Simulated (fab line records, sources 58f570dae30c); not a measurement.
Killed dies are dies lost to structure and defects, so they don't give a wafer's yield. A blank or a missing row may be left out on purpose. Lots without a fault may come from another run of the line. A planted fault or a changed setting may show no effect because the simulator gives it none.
Split-lot experiment | flow berkeley_cmos170 | 5 lots, 27 wafers read, on a route of 331 steps

THE SPLIT
At UCB170_M3_METAL_ETCH_18 (etches Al in Cl2/BCl3, stops on SiO2, target depth 1170 nm, time 195 s), the setting time_s was moved away from the recipe's 195 s on 9 of the 27 wafers read, by -53.1% to +58.3%. The other wafers ran this setting at the recipe's value.

FROM THE SPLIT TO THE READING: what the file shows between them, 1 step
- UCB170_M3_STRIP_19: strips in O2

THE READING
cd_nm, in nm, at UCB170_M3_CD_MEAS_90 (target cd 700 nm). Fault-free wafers of this fab line usually give 699 nm, standard deviation 3.7 nm.

wafer  | tool, chamber at the split | time_s as run, s | against the recipe | cd_nm, nm | against lot-mates on the recipe
L074.1 | rie_metal-03, 1            | 195              | recipe             | 697       | -
L074.2 | rie_metal-03, 0            | 195              | recipe             | 694       | -
L074.3 | rie_metal-03, 0            | 141.5            | -27.4%             | 708       | +13
L074.4 | rie_metal-03, 1            | 141.5            | -27.4%             | 711       | +16
L074.5 | rie_metal-03, 1            | 141.5            | -27.4%             | 712       | +17
L074.6 | rie_metal-03, 0            | 195              | recipe             | 695       | -
L077.1 | rie_metal-03, 0            | 195              | recipe             | 695       | -
L077.2 | rie_metal-03, 1            | 195              | recipe             | 695       | -
L077.3 | rie_metal-03, 1            | 195              | recipe             | 696       | -
L077.4 | rie_metal-03, 0            | 195              | recipe             | 695       | -
L077.5 | rie_metal-03, 0            | 195              | recipe             | 692       | -
L077.6 | rie_metal-03, 1            | 195              | recipe             | 694       | -
L079.1 | rie_metal-03, 1            | 195              | recipe             | 692       | -
L079.2 | rie_metal-03, 0            | 195              | recipe             | 696       | -
L079.4 | rie_metal-03, 1            | 195              | recipe             | 696       | -
L080.1 | rie_metal-01, 0            | 195              | recipe             | 702       | -
L080.2 | rie_metal-01, 1            | 308.6            | +58.3%             | 676       | -25
L080.3 | rie_metal-01, 0            | 195              | recipe             | 701       | -
L080.4 | rie_metal-01, 1            | 308.6            | +58.3%             | 677       | -24
L080.5 | rie_metal-01, 0            | 195              | recipe             | 701       | -
L080.6 | rie_metal-01, 1            | 308.6            | +58.3%             | 676       | -25
L083.1 | rie_metal-02, 0            | 195              | recipe             | 703       | -
L083.2 | rie_metal-02, 1            | 195              | recipe             | 697       | -
L083.3 | rie_metal-02, 1            | 91.46            | -53.1%             | 722       | +20
L083.4 | rie_metal-02, 0            | 195              | recipe             | 705       | -
L083.5 | rie_metal-02, 0            | 91.46            | -53.1%             | 730       | +28
L083.6 | rie_metal-02, 1            | 91.46            | -53.1%             | 726       | +24

THE FIT
A straight line over all 27 wafers: cd_nm changes by -0.442 nm for each +1% of time_s; r = -0.95; the points scatter about the line by 4.1 nm.
The same after taking each lot's own level away (the mean of its wafers on the recipe; 27 wafers): -0.452 nm for each +1%; r = -0.99; scatter 2.2 nm.
On that fit, the largest move of time_s shifts the reading by 26 nm.
The lots' own levels span 694.5 to 701.7 nm, that is 1.9 times the standard deviation above.
So the lot-to-lot level changes the slope little: the two slopes agree.
Check: with one of the wafers moved furthest among these (+58.3%) left out of the fit, the line predicts -26 nm for it against its lot-mates. It came out at -25.3 nm against them.

THE WHOLE CHAIN: every reading that the file lists as answering this split, in the file's order
step                    | what it does                                                           | reading                                                                   | change (the file's fit)                                                              | r (the file's)
UCB170_M3_METAL_ETCH_18 | etches Al in Cl2/BCl3, stops on SiO2, target depth 1170 nm, time 195 s | M3.feature_depth_nm (the simulator's own value, which no gauge read)      | not straight: 542.4 at the lowest setting, 947.8 at the recipe, 999.8 at the highest | not given
UCB170_M3_METAL_ETCH_18 | etches Al in Cl2/BCl3, stops on SiO2, target depth 1170 nm, time 195 s | etch.depth_nm (the simulator's own value, which no gauge read)            | not straight: 542.4 at the lowest setting, 889.9 at the recipe, 903.7 at the highest | not given
UCB170_M3_METAL_ETCH_18 | etches Al in Cl2/BCl3, stops on SiO2, target depth 1170 nm, time 195 s | KrF_of_M3_COAT_10.thk_nm (the simulator's own value, which no gauge read) | -5.05 nm for each +1% of the setting                                                 | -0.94
UCB170_M3_STRIP_19      | strips in O2                                                           | oes_product_au                                                            | -0.00376 a.u. for each +1% of the setting                                            | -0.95
UCB170_M3_CD_MEAS_90    | target cd 700 nm                                                       | cd_nm                                                                     | -0.456 nm for each +1% of the setting                                                | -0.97

THE FILE'S OWN FIT
cd_nm changes by -0.456 nm for each +1% of time_s, r = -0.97.
